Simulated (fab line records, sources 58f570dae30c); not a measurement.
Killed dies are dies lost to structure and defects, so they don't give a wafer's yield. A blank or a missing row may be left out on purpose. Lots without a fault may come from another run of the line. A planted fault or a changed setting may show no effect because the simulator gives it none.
Which tool did it? | flow berkeley_cmos170 | 14 lots, 42 wafers sampled, at 5 steps of a route of 331

WHAT THE GAUGES READ, wafer by wafer
UCB170_PWELL_OVL_MEAS_13.
lot  | measured    | on         | PWELL_OVL (nm)
L530 | day 3 15:32 | overlay-01 | -5 -4 -8
L531 | day 3 15:43 | overlay-02 | -1 -4 0
L535 | day 4 06:07 | overlay-02 | -15 -12 -5
L534 | day 4 06:10 | overlay-01 | -3 -1 -8
L533 | day 4 06:36 | overlay-01 | 2 -2 -6
L536 | day 4 15:23 | overlay-02 | -17 -15 -8
L537 | day 5 01:23 | overlay-02 | -9 -1 -1
L538 | day 5 01:39 | overlay-01 | -1 -5 -9
L539 | day 5 01:41 | overlay-01 | -4 -3 -3
L541 | day 5 13:50 | overlay-02 | 3 -1 1
L542 | day 6 02:23 | overlay-01 | -1 -4 -1
L551 | day 8 05:44 | overlay-01 | -17 -8 -9
L552 | day 8 09:17 | overlay-02 | 0 -2 -1
L553 | day 8 10:01 | overlay-01 | 4 -1 1

UCB170_PWELL_TW_MEAS_17.
lot  | measured    | on            | PWELL_TW
L530 | day 3 15:56 | film_metro-02 | 371 370 369
L531 | day 3 16:06 | film_metro-03 | 376 377 375
L535 | day 4 06:29 | film_metro-03 | 376 374 376
L534 | day 4 06:34 | film_metro-02 | 373 375 372
L533 | day 4 07:00 | film_metro-02 | 373 372 374
L536 | day 4 15:46 | film_metro-03 | 373 376 376
L537 | day 5 01:46 | film_metro-04 | 380 378 380
L538 | day 5 02:02 | film_metro-02 | 373 375 376
L539 | day 5 02:04 | film_metro-04 | 382 381 382
L541 | day 5 14:14 | film_metro-04 | 383 380 378
L542 | day 6 02:46 | film_metro-03 | 374 375 376
L551 | day 8 06:08 | film_metro-04 | 380 377 379
L552 | day 8 09:41 | film_metro-02 | 371 372 372
L553 | day 8 10:24 | film_metro-03 | 378 377 374

UCB170_FIELD_THK_MEAS_02.
lot  | measured     | on            | FIELD_OXIDE_THK (nm)
L530 | day 5 11:17  | film_metro-04 | 542 545 543
L531 | day 5 11:17  | film_metro-03 | 574 571 571
L535 | day 6 06:21  | film_metro-03 | 569 567 574
L534 | day 6 06:21  | film_metro-04 | 578 568 568
L533 | day 6 06:26  | film_metro-04 | 564 578 567
L536 | day 6 06:22  | film_metro-02 | 579 571 572
L537 | day 7 00:22  | film_metro-03 | 589 585 581
L538 | day 7 00:25  | film_metro-03 | 569 564 564
L539 | day 7 00:28  | film_metro-03 | 576 576 566
L541 | day 7 15:58  | film_metro-03 | 561 558 561
L542 | day 8 02:29  | film_metro-02 | 562 568 578
L551 | day 10 00:15 | film_metro-04 | 557 563
L552 | day 10 09:17 | film_metro-03 | 558 557
L553 | day 10 09:19 | film_metro-04 | 554 561 551

WHICH TOOL RAN EACH LOT (tool, then ch and the chambers of the sampled wafers, then the start)
lot  | UCB170_ACTIVE_ETCH_15             | UCB170_ACTIVE_STRIP_16
L530 | rie_diel-02 ch 1,2,3, day 5 00:35 | plasma_asher-02 ch 0,1, day 5 00:41
L531 | rie_diel-03 ch 0,1,2, day 5 01:08 | plasma_asher-03 ch 0,1, day 5 01:14
L535 | rie_diel-02 ch 1,3, day 5 21:17   | plasma_asher-02 ch 0,1, day 5 21:23
L534 | rie_diel-03 ch 0,3, day 5 21:07   | plasma_asher-03 ch 0,1, day 5 21:13
L533 | rie_diel-04 ch 0,1,3, day 5 21:34 | plasma_asher-02 ch 0,1, day 5 21:41
L536 | rie_diel-04 ch 1,3, day 5 21:23   | plasma_asher-03 ch 1, day 5 21:29
L537 | rie_diel-04 ch 0,1, day 6 11:18   | plasma_asher-04 ch 0,1, day 6 11:24
L538 | rie_diel-03 ch 2,3, day 6 11:36   | plasma_asher-02 ch 0,1, day 6 11:42
L539 | rie_diel-04 ch 0,1,2, day 6 11:50 | plasma_asher-03 ch 0,1, day 6 11:56
L541 | rie_diel-04 ch 0,1, day 7 06:39   | plasma_asher-04 ch 0,1, day 7 06:45
L542 | rie_diel-04 ch 1,3, day 7 15:31   | plasma_asher-04 ch 0,1, day 7 15:37
L551 | rie_diel-03 ch 0,2,3, day 9 15:54 | plasma_asher-03 ch 0,1, day 9 16:00
L552 | rie_diel-03 ch 0,1,2, day 9 22:26 | plasma_asher-04 ch 0,1, day 9 22:32
L553 | rie_diel-02 ch 0,1,2, day 9 23:08 | plasma_asher-02 ch 0,1, day 9 23:16
- UCB170_ACTIVE_ETCH_15: etches Si3N4 in CH3F/Ar/O2, stops on SiO2, target depth 242 nm, time 151 s.
- UCB170_ACTIVE_STRIP_16: strips in O2.

WHAT THE TOOLS THEMSELVES READ (means of the sampled wafers that have a number; where no wafer has one, the mark that the record gives instead)
UCB170_ACTIVE_ETCH_15.
lot  | tool        | chamber_pressure_mTorr (mTorr) | drypump_motor_current_A (A) | mfc_ar_sccm (sccm) | oes_product_au (a.u.) | rf_fwd_power_W (W) | throttle_valve_pct (%)
L530 | rie_diel-02 | 50.00                          | 5.7                         | 50.01              | 0.940                 | 447.7              | 8.09
L531 | rie_diel-03 | 50.00                          | 5.7                         | 49.88              | 0.938                 | 448.9              | 8.09
L535 | rie_diel-02 | 50.00                          | 5.4                         | 50.00              | 0.944                 | 448.9              | 8.15
L534 | rie_diel-03 | 50.00                          | 5.9                         | 49.90              | 0.942                 | 447.4              | 8.08
L533 | rie_diel-04 | 50.04                          | 5.5                         | 50.09              | 0.938                 | 447.5              | 8.16
L536 | rie_diel-04 | 50.04                          | 5.7                         | 50.13              | 0.948                 | 448.2              | 8.18
L537 | rie_diel-04 | 49.96                          | 5.5                         | 49.87              | 0.945                 | 447.4              | 8.11
L538 | rie_diel-03 | 49.96                          | 5.6                         | 50.07              | 0.938                 | 448.2              | 8.10
L539 | rie_diel-04 | 50.00                          | 5.7                         | 50.01              | 0.945                 | 447.5              | 8.14
L541 | rie_diel-04 | 49.97                          | 5.5                         | 49.94              | 0.940                 | 449.4              | 8.11
L542 | rie_diel-04 | 50.00                          | 5.6                         | 50.18              | 0.927                 | 447.8              | 8.21
L551 | rie_diel-03 | 50.00                          | 5.7                         | 49.76              | 0.920                 | 387.9              | 8.09
L552 | rie_diel-03 | 49.98                          | 5.7                         | 50.09              | 0.908                 | 389.1              | 8.09
L553 | rie_diel-02 | 50.01                          | 5.9                         | 50.04              | 0.944                 | 447.7              | 8.02

UCB170_ACTIVE_STRIP_16.
lot  | tool            | chamber_pressure_mTorr (mTorr) | drypump_motor_current_A (A) | o2_flow_sccm (sccm) | oes_product_au (a.u.) | strip_time_to_endpoint_s (s)
L530 | plasma_asher-02 | 3498                           | 5.6                         | 399.8               | 0.725                 | 18.16
L531 | plasma_asher-03 | 3500                           | 5.3                         | 400.3               | 0.722                 | 18.01
L535 | plasma_asher-02 | 3500                           | 5.6                         | 400.5               | 0.723                 | 18.04
L534 | plasma_asher-03 | 3499                           | 5.4                         | 400.5               | 0.720                 | 18.11
L533 | plasma_asher-02 | 3504                           | 5.6                         | 399.5               | 0.721                 | 18.07
L536 | plasma_asher-03 | 3500                           | 5.5                         | 399.0               | 0.720                 | 18.21
L537 | plasma_asher-04 | 3500                           | 5.8                         | 399.8               | 0.722                 | 18.19
L538 | plasma_asher-02 | 3500                           | 5.9                         | 400.5               | 0.716                 | 18.05
L539 | plasma_asher-03 | 3502                           | 5.3                         | 401.9               | 0.719                 | 18.22
L541 | plasma_asher-04 | 3498                           | 5.9                         | 400.3               | 0.721                 | 18.07
L542 | plasma_asher-04 | 3499                           | 5.8                         | 399.7               | 0.720                 | 18.15
L551 | plasma_asher-03 | 3502                           | 5.4                         | 399.6               | 0.722                 | 18.35
L552 | plasma_asher-04 | 3498                           | 5.8                         | 401.0               | 0.724                 | 18.33
L553 | plasma_asher-02 | 3505                           | 5.8                         | 400.1               | 0.716                 | 17.95

THE ANSWER, worked out from the rows above alone
Rule: what is usual is taken from the lots themselves. Put in order of their means at a reading, lots are off if they are a third of the lots or fewer, leave a main group of 4 or more, and stand apart from it by a gap of 3 or more times the standard deviation of the main group's means; of several such gaps the widest counts. A main group whose means are all the same, to the digits that the tables above print for the reading, isn't used. A lot without any number at a reading at which 4 lots or more have one is off too. The other lots that the step has rows for count as sound. The gauges are gone through in route order, then the tools' own readings, and for those a lot's mean is taken as printed above. The first step at which some lot is off is used, and at that step the reading that is off furthest; a lot without a number counts as furthest.
Off: L551, L552, at UCB170_ACTIVE_ETCH_15 (rf_fwd_power_W). The main group: mean 448.1 W, standard deviation 0.65.
A tool fits if, at that step or a process step before it, it ran every lot that is off, and no sound lot after the first of them. One fits: rie_diel-03 at UCB170_ACTIVE_ETCH_15. Its last sound lot is L538 (day 6 11:36), its first lot that is off L551 (day 9 15:54): a fault that began between those two fits.
The tool's own readings at UCB170_ACTIVE_ETCH_15 bear it out: on the lots that are off they differ by more than 5 times the standard deviation of the sound lots' means. oes_product_au reads 0.914 a.u. there against 0.941 a.u. on the sound lots; rf_fwd_power_W reads 388.5 W there against 448.1 W on the sound lots.

WHAT THE SIMULATOR HAD PUT IN
Process parameter drift: rie_diel-03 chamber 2, from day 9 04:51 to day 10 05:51, at UCB170_ACTIVE_ETCH_15. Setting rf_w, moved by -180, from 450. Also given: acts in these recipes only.
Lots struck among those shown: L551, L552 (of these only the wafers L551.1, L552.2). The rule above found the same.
